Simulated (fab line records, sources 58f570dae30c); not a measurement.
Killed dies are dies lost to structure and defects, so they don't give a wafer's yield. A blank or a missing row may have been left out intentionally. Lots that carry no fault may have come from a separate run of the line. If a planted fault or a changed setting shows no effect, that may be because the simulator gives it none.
Split-lot trial | flow berkeley cmos170 | 5 lots, 23 wafers read, on a route of 331 steps

## THE SPLIT ITSELF
At UCB170_NSD_IMPLANT_08, the setting dose cm2 was moved away from the recipe's 3e+15 on 6 of the 23 wafers read, by +3.2% to +5.1%. This setting was run at the recipe's value on the other wafers.

## FROM THE SPLIT TO THE READING: what the file shows between them, 3 steps
- UCB170_NSD_STRIP_09: strips in O2
- UCB170_NSD_CLEAN_11: cleans in SPM, time 600 s
- UCB170_SDANNEAL_RTA_01: time 5 s

## THE READING
NSD_RS in ohm/sq, measured at UCB170_SDANNEAL_RS_MEAS_03 by four-point-probe. A value of 37.27 ohm/sq with a standard deviation of 0.093 ohm/sq is what fault-free wafers of this fab line usually give.

wafer  | tool, chamber at the split | dose cm2 as run | against the recipe | NSD_RS, ohm/sq | against lot-mates on the recipe
L075.1 | implanter-02, 0            | 3.152e+15       | +5.1%              | 36.38          | -0.83
L075.2 | implanter-02, 0            | 3e+15           | recipe             | 37.21          | -
L075.3 | implanter-02, 0            | 3.152e+15       | +5.1%              | 36.47          | -0.74
L075.4 | implanter-02, 0            | 3.152e+15       | +5.1%              | 36.44          | -0.77
L075.5 | implanter-02, 0            | 3e+15           | recipe             | 37.21          | -
L074.2 | implanter-04, 0            | 3e+15           | recipe             | 37.35          | -
L074.3 | implanter-04, 0            | 3e+15           | recipe             | 37.34          | -
L074.4 | implanter-04, 0            | 3e+15           | recipe             | 37.22          | -
L074.5 | implanter-04, 0            | 3e+15           | recipe             | 37.24          | -
L074.6 | implanter-04, 0            | 3e+15           | recipe             | 37.32          | -
L077.1 | implanter-04, 0            | 3e+15           | recipe             | 37.30          | -
L077.2 | implanter-04, 0            | 3e+15           | recipe             | 37.31          | -
L077.3 | implanter-04, 0            | 3e+15           | recipe             | 37.30          | -
L077.4 | implanter-04, 0            | 3e+15           | recipe             | 37.33          | -
L077.6 | implanter-04, 0            | 3e+15           | recipe             | 37.22          | -
L076.1 | implanter-03, 0            | 3.096e+15       | +3.2%              | 36.87          | -0.58
L076.2 | implanter-03, 0            | 3e+15           | recipe             | 37.46          | -
L076.3 | implanter-03, 0            | 3.096e+15       | +3.2%              | 36.84          | -0.60
L076.5 | implanter-03, 0            | 3e+15           | recipe             | 37.43          | -
L076.6 | implanter-03, 0            | 3.096e+15       | +3.2%              | 36.81          | -0.63
L079.2 | implanter-02, 0            | 3e+15           | recipe             | 37.35          | -
L079.4 | implanter-02, 0            | 3e+15           | recipe             | 37.30          | -
L079.6 | implanter-02, 0            | 3e+15           | recipe             | 37.29          | -

THE FIT
A straight line over all 23 wafers: NSD_RS changes by -0.166 ohm/sq for each +1% of dose cm2; r = -0.98; the points scatter about the line by 0.071 ohm/sq.
The same after taking each lot's own level away (the mean of its wafers on the recipe; 23 wafers): -0.163 ohm/sq for each +1%; r = -0.99; scatter 0.052 ohm/sq.
Per that fit: largest dose cm2 move, reading shift of 0.82 ohm/sq.
The lots' own levels span 37.210 to 37.445 ohm/sq, that is 2.5 times the standard deviation above.
The two slopes are in agreement: the lot-to-lot level therefore moves the slope only a little.
Check: for one of the wafers moved furthest among these (+5.1%), held out of the fit, the line's prediction against its lot-mates is -0.83 ohm/sq. It came out at -0.83 ohm/sq against them.

## OTHER SPLITS ON THESE WAFERS
Note: prior to the reading, these wafers also went through further splits. Each is held against what the fit with the lots' levels taken away leaves over:
other split on the same wafers      | wafers away from the commonest value | r with NSD_RS (lot level and that fit taken away)
UCB170_START_OXIDATION_02 ox time s | 18                                   | +0.34
UCB170_NWELL_ETCH_13 time s         | 5                                    | +0.23
UCB170_PWELL_COAT_08 spin rpm       | 7                                    | -0.21
UCB170_PWELL_ETCH_14 rf w           | 8                                    | +0.03
UCB170_ACTIVE_EXPOSE_10 dose mj     | 8                                    | +0.00
UCB170_ACTIVE_ETCH_15 rf w          | 8                                    | +0.02
UCB170_PFIELD_IMPLANT_07 energy kev | 4                                    | -0.49
UCB170_NLDD_COAT_01 resist thk nm   | 6                                    | +0.24

## THE WHOLE CHAIN: every reading that the file lists as answering this split, in the file's order
step                       | what it does                 | reading                                                                         | change (the file's fit)              | r (the file's)
UCB170_NSD_STRIP_09        | strips in O2                 | strip time to endpoint s                                                        | withheld for each +1% of the setting | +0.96
UCB170_SDANNEAL_RS_MEAS_03 | measures by four-point-probe | NSD_RS                                                                          | -0.164 for each +1% of the setting   | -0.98
UCB170_M3_PROBE_99         |                              | etest.contact npoly.end ohm um (the simulator's own value, which no gauge read) | -1.19 for each +1% of the setting    | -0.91

## FILE'S OWN FIT
NSD_RS changes by -0.164 ohm/sq for each +1% of dose cm2, r = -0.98.
